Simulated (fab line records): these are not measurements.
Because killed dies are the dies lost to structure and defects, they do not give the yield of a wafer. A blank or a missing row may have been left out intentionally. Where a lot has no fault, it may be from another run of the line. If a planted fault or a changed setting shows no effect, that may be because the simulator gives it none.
Chamber matching || flow berkeley-cmos170 || rie-diel-02 running UCB170_M1_ETCH_11: 4 sister chambers
The step etches BARC in N2/H2. 14 wafers are shown with their chamber, then 7 later ones without.

## WAFERS PAIRED WITH THEIR CHAMBERS
{"wafer": "L956.1", "chamber": 1, "throttle-valve-pct (%)": 13.14, "oes-product-au (a.u.)": 0.993, "chamber-pressure-mTorr (mTorr)": 30.020}
{"wafer": "L956.2", "chamber": 2, "throttle-valve-pct (%)": 13.17, "oes-product-au (a.u.)": 1.040, "chamber-pressure-mTorr (mTorr)": 30.011}
{"wafer": "L956.5", "chamber": 2, "throttle-valve-pct (%)": 13.17, "oes-product-au (a.u.)": 1.039, "chamber-pressure-mTorr (mTorr)": 30.023}
{"wafer": "L954.2", "chamber": 3, "throttle-valve-pct (%)": 13.20, "oes-product-au (a.u.)": 1.005, "chamber-pressure-mTorr (mTorr)": 29.984}
{"wafer": "L954.3", "chamber": 2, "throttle-valve-pct (%)": 13.17, "oes-product-au (a.u.)": 1.040, "chamber-pressure-mTorr (mTorr)": 29.985}
{"wafer": "L954.4", "chamber": 0, "throttle-valve-pct (%)": 13.21, "oes-product-au (a.u.)": 0.987, "chamber-pressure-mTorr (mTorr)": 30.007}
{"wafer": "L960.3", "chamber": 0, "throttle-valve-pct (%)": 13.21, "oes-product-au (a.u.)": 0.993, "chamber-pressure-mTorr (mTorr)": 30.007}
{"wafer": "L960.4", "chamber": 3, "throttle-valve-pct (%)": 13.19, "oes-product-au (a.u.)": 1.008, "chamber-pressure-mTorr (mTorr)": 29.987}
{"wafer": "L960.5", "chamber": 3, "throttle-valve-pct (%)": 13.21, "oes-product-au (a.u.)": 1.006, "chamber-pressure-mTorr (mTorr)": 29.996}
{"wafer": "L962.2", "chamber": 0, "throttle-valve-pct (%)": 13.22, "oes-product-au (a.u.)": 0.990, "chamber-pressure-mTorr (mTorr)": 29.998}
{"wafer": "L962.4", "chamber": 1, "throttle-valve-pct (%)": 13.15, "oes-product-au (a.u.)": 0.996, "chamber-pressure-mTorr (mTorr)": 30.017}
{"wafer": "L962.5", "chamber": 1, "throttle-valve-pct (%)": 13.14, "oes-product-au (a.u.)": 1.012, "chamber-pressure-mTorr (mTorr)": 29.998}
{"wafer": "L961.2", "chamber": 3, "throttle-valve-pct (%)": 13.21, "oes-product-au (a.u.)": 0.996, "chamber-pressure-mTorr (mTorr)": 30.035}
{"wafer": "L961.3", "chamber": 1, "throttle-valve-pct (%)": 13.15, "oes-product-au (a.u.)": 0.994, "chamber-pressure-mTorr (mTorr)": 29.995}

SIGNATURES, as means of the wafers listed above
{"reading": "throttle-valve-pct", "chamber 0": 13.2133, "chamber 1": 13.1450, "chamber 2": 13.1700, "chamber 3": 13.2025, "scatter within a chamber": 0.00665}
{"reading": "oes-product-au", "chamber 0": 0.99000, "chamber 1": 0.99875, "chamber 2": 1.03967, "chamber 3": 1.00375, "scatter within a chamber": 0.00585}
{"reading": "chamber-pressure-mTorr", "chamber 0": 30.00400, "chamber 1": 30.00750, "chamber 2": 30.00633, "chamber 3": 30.00050, "scatter within a chamber": 0.0172}
Rule: for a wafer and a chamber, the distance is found by dividing, reading by reading, the gap between the wafer's reading and the chamber's mean by the reading's scatter, squaring, summing and taking the root. The wafer belongs to the nearest chamber; if the next one is less than 2 further off, it can't be placed. How the scatter is found: for the shown wafers, subtract from each reading the mean of its chamber, square and add these, divide the total by (wafers less chambers), then take the root.

## WAFERS MISSING THEIR CHAMBER
{"wafer": "L961.6", "throttle-valve-pct (%)": 13.20, "oes-product-au (a.u.)": 0.998, "chamber-pressure-mTorr (mTorr)": 29.989}
{"wafer": "L963.3", "throttle-valve-pct (%)": 13.17, "oes-product-au (a.u.)": 1.045, "chamber-pressure-mTorr (mTorr)": 29.964}
{"wafer": "L963.4", "throttle-valve-pct (%)": 13.14, "oes-product-au (a.u.)": 0.999, "chamber-pressure-mTorr (mTorr)": 29.990}
{"wafer": "L963.6", "throttle-valve-pct (%)": 13.21, "oes-product-au (a.u.)": 0.993, "chamber-pressure-mTorr (mTorr)": 29.966}
{"wafer": "L964.1", "throttle-valve-pct (%)": 13.23, "oes-product-au (a.u.)": 0.997, "chamber-pressure-mTorr (mTorr)": 29.998}
{"wafer": "L964.5", "throttle-valve-pct (%)": 13.20, "oes-product-au (a.u.)": 1.000, "chamber-pressure-mTorr (mTorr)": 30.002}
{"wafer": "L964.6", "throttle-valve-pct (%)": 13.14, "oes-product-au (a.u.)": 1.001, "chamber-pressure-mTorr (mTorr)": 29.997}

## WHICH CHAMBER EACH WENT THROUGH
{"wafer": "L961.6", "from the rows above": "can't be placed: 3 or 0", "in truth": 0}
{"wafer": "L963.3", "from the rows above": 2, "in truth": 2}
{"wafer": "L963.4", "from the rows above": 1, "in truth": 1}
{"wafer": "L963.6", "from the rows above": "can't be placed: 0 or 3", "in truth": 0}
{"wafer": "L964.1", "from the rows above": "can't be placed: 0 or 3", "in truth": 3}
{"wafer": "L964.5", "from the rows above": "can't be placed: 3 or 0", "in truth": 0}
{"wafer": "L964.6", "from the rows above": 1, "in truth": 1}
Placed correctly: 3 of 7. Can't be placed from these rows: 4 (the true chamber is among the candidates in 4). Wrongly placed: 0.
